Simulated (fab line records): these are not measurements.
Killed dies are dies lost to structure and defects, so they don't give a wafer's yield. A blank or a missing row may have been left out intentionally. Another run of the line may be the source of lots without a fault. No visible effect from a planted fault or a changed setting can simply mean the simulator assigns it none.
Chamber matching    flow berkeley_cmos170    UCB170_V1_CMP_02 on cmp-01: 4 sister chambers
The step polishes SiO2. 8 wafers are shown with their chamber, then 9 later ones without.

== WAFERS WITH THEIR CHAMBER ==
wafer   chamber  motor_current_A (A)  slurry_filter_dp_kPa (kPa)
L660.5  1        16.1                 13.39
L670.3  1        16.3                 13.42
L674.2  0        16.1                 13.34
L674.3  2        17.2                 13.57
L674.4  3        15.9                 13.48
L677.3  0        16.2                 13.58
L677.4  2        17.1                 13.63
L677.6  3        16.6                 13.22

== WAFERS WITHOUT THEIR CHAMBER ==
wafer   motor_current_A (A)  slurry_filter_dp_kPa (kPa)
L681.3  16.8                 13.44
L681.4  15.9                 13.52
L681.5  16.4                 13.36
L679.1  16.7                 13.57
L679.4  17.4                 13.34
L679.5  15.9                 13.47
L680.1  17.9                 13.33
L680.3  16.6                 13.50
L680.4  15.5                 13.44

== THE CHAMBER EACH PASSED THROUGH ==
wafer    from the rows above                 in truth
L681.3   can't be placed: 2 or 3 or 1 or 0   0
L681.4   can't be placed: 0 or 1 or 3        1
L681.5   can't be placed: 3 or 1 or 0        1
L679.1   can't be placed: 2 or 0 or 1 or 3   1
L679.4   2                                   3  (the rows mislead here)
L679.5   can't be placed: 0 or 1 or 3        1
L680.1   2                                   2
L680.3   can't be placed: 1 or 0 or 3 or 2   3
L680.4   can't be placed: 0 or 1 or 3        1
Correctly placed: 1 of 9. Not placeable from these rows: 7 (in 7, the candidates include the true chamber). Wrongly placed: 1.
How it was worked out, from the rows above alone: a wafer's distance from a chamber is the root of the sum, over the readings, of the square of ((its reading less the chamber's mean) divided by the reading's scatter). The wafer belongs to the nearest chamber; if the next one is less than 2 further off, it can't be placed. For every chamber, the mean is computed from those of its wafers that are shown. The scatter: take each reading less its chamber's mean, square it, sum over the shown wafers, divide by the number of wafers less the number of chambers, and take the root.
